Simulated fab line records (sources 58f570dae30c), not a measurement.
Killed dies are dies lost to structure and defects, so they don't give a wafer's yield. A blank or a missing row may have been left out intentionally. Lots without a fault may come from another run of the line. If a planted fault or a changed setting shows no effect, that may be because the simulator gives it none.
Split-lot trial    flow berkeley-cmos170    route with 331 steps; 5 lots, 23 wafers read

THE SPLIT
At UCB170_PSD_PEB_04, the setting peb-temp-c was moved away from the recipe's 130 C on 8 of the 23 wafers read, by +1.4% to +2.6%. The other wafers ran this setting at the recipe's value.

FROM THE SPLIT ON TO THE READING: in between, the file shows 1 step
- UCB170_PSD_DEVELOP_05: develop time 45 s

THE READING
cd-nm (nm) at UCB170_PSD_CD_MEAS_06, where the cd target is 1200 nm. On this fab line, fault-free wafers typically give 1200.3 nm with a standard deviation of 1.5 nm.

wafer   tool, chamber at the split  peb-temp-c as run, C  against the recipe  cd-nm, nm  against lot-mates on the recipe
L075.1  litho-track-02, 0           131.8                 +1.4%               1210.0     +11.3
L075.2  litho-track-02, 0           131.8                 +1.4%               1211.3     +12.6
L075.4  litho-track-02, 0           130                   recipe              1198.4     -
L075.5  litho-track-02, 0           130                   recipe              1199.0     -
L075.6  litho-track-02, 0           131.8                 +1.4%               1208.3     +9.6
L076.2  litho-track-01, 0           130                   recipe              1199.0     -
L076.3  litho-track-01, 0           130                   recipe              1200.7     -
L076.4  litho-track-01, 0           133.3                 +2.5%               1219.2     +19.2
L076.5  litho-track-01, 0           133.3                 +2.5%               1219.6     +19.6
L076.6  litho-track-01, 0           130                   recipe              1200.2     -
L077.1  litho-track-02, 0           130                   recipe              1200.5     -
L077.2  litho-track-02, 0           130                   recipe              1200.1     -
L077.3  litho-track-02, 0           130                   recipe              1200.1     -
L077.4  litho-track-02, 0           130                   recipe              1202.4     -
L077.5  litho-track-02, 0           130                   recipe              1201.0     -
L083.2  litho-track-01, 0           133.4                 +2.6%               1221.3     +20.5
L083.3  litho-track-01, 0           133.4                 +2.6%               1221.5     +20.7
L083.4  litho-track-01, 0           130                   recipe              1200.4     -
L083.5  litho-track-01, 0           130                   recipe              1201.3     -
L083.6  litho-track-01, 0           133.4                 +2.6%               1220.4     +19.6
L085.3  litho-track-01, 0           130                   recipe              1201.3     -
L085.4  litho-track-01, 0           130                   recipe              1201.1     -
L085.5  litho-track-01, 0           130                   recipe              1201.9     -

FIT RESULTS
A straight line over all 23 wafers: cd-nm changes by +7.61 nm for each +1% of peb-temp-c; r = +0.99; the points scatter about the line by 1.1 nm.
The same after taking each lot's own level away (the mean of its wafers on the recipe; 23 wafers): +7.74 nm for each +1%; r = +1.00; scatter 0.76 nm.
On that fit, the largest move of peb-temp-c shifts the reading by 20 nm.
The span of the lots' own levels, 1198.70 to 1201.43 nm, comes to 1.8 times the standard deviation stated above.
So the lot-to-lot level changes the slope little: the two slopes agree.
Check: with one of the wafers moved furthest among these (+2.6%) left out of the fit, the line predicts +20.2 nm for it against its lot-mates. It came out at +20.5 nm against them.

FURTHER SPLITS ON THESE WAFERS
Note: prior to the reading, these wafers also went through further splits. Each is held against what the fit with the lots' levels taken away leaves over:
other split on the same wafers         wafers away from the commonest value  r with cd-nm (lot level and that fit taken away)
UCB170_PLDD_DEVELOP_05 develop-time-s  7                                     -0.30
UCB170_NLDD_COAT_01 resist-thk-nm      4                                     +0.01
UCB170_SPACER_CVD_00 time-s            5                                     +0.42

FILE'S OWN FIT
cd-nm changes by +7.74 nm for each +1% of peb-temp-c, r = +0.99.
